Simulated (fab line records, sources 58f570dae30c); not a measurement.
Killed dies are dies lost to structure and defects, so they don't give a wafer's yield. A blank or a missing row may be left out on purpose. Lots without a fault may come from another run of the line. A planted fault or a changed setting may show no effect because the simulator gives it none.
One fault seen from 2 desks | flow berkeley_cmos170 | each desk has only its own numbers; what lay behind them comes last

THE TOOL OWNER'S DESK: furnace-04
The tool's own readings at UCB170_SCREENOX_OXIDATION_01 (target thk 14.4 nm, ox time 2400 s): means of the sampled wafers that have a number, for each lot that ran on this tool. A lot is out of limits, marked OUT, if its mean lies more than 4 standard deviations from the usual mean; the brackets give that distance.
Columns: A = zone_power_centre_pct at UCB170_SCREENOX_OXIDATION_01, usual 42 %; B = zone_power_source_pct at UCB170_SCREENOX_OXIDATION_01, usual 25.3 %
lot  | first seen here | A  | B
L228 | day 8 19:19     | 37 | 24.9
L229 | day 8 19:19     | 37 | 24.9
L230 | day 8 19:19     | 37 | 25.1
This desk's finding: nothing out of limits on any of the 3 lots.

THE METROLOGY DESK
What the gauges read, lot by lot, whatever tool the lot ran on: means of the sampled wafers that have a number. A lot is out of limits, marked OUT, if its mean lies more than 4 standard deviations from the usual mean; the brackets give that distance.
Columns: A = V2_POLISHED_THK at UCB170_V2_THK_MEAS_04, usual 999.9 nm; B = cd_nm at UCB170_V2_CD_MEAS_12, usual 699.9 nm
lot  | first seen here | A      | B
L216 | day 8 15:59     | 1000.5 | 700.0
L215 | day 8 22:20     | 998.8  | 699.0
L217 | day 8 22:47     | 1000.0 | 701.1
L221 | day 9 19:17     | 998.9  | 699.5
L222 | day 10 20:59    | 999.3  | 698.8
L228 | day 11 13:30    | 998.4  | 700.7
L230 | day 11 16:36    | 1000.3 | 700.6
L229 | day 11 16:52    | 1001.0 | 700.7
L231 | day 12 05:56    | 1000.5 | 701.2
L235 | day 13 15:17    | 1000.4 | 700.7
L233 | day 13 17:54    | 1000.4 | 698.6
L234 | day 13 18:16    | 1000.8 | 700.1
L232 | day 13 18:32    | 999.6  | 697.3
L236 | day 13 20:38    | 999.9  | 699.7
L237 | day 14 08:19    | 999.8  | 701.6
This desk's finding: nothing out of limits on any of the 15 lots.

PUT TOGETHER
The tool owner's desk saw nothing out of limits.
The metrology desk saw nothing out of limits.

WHAT THE SIMULATOR HAD PUT IN
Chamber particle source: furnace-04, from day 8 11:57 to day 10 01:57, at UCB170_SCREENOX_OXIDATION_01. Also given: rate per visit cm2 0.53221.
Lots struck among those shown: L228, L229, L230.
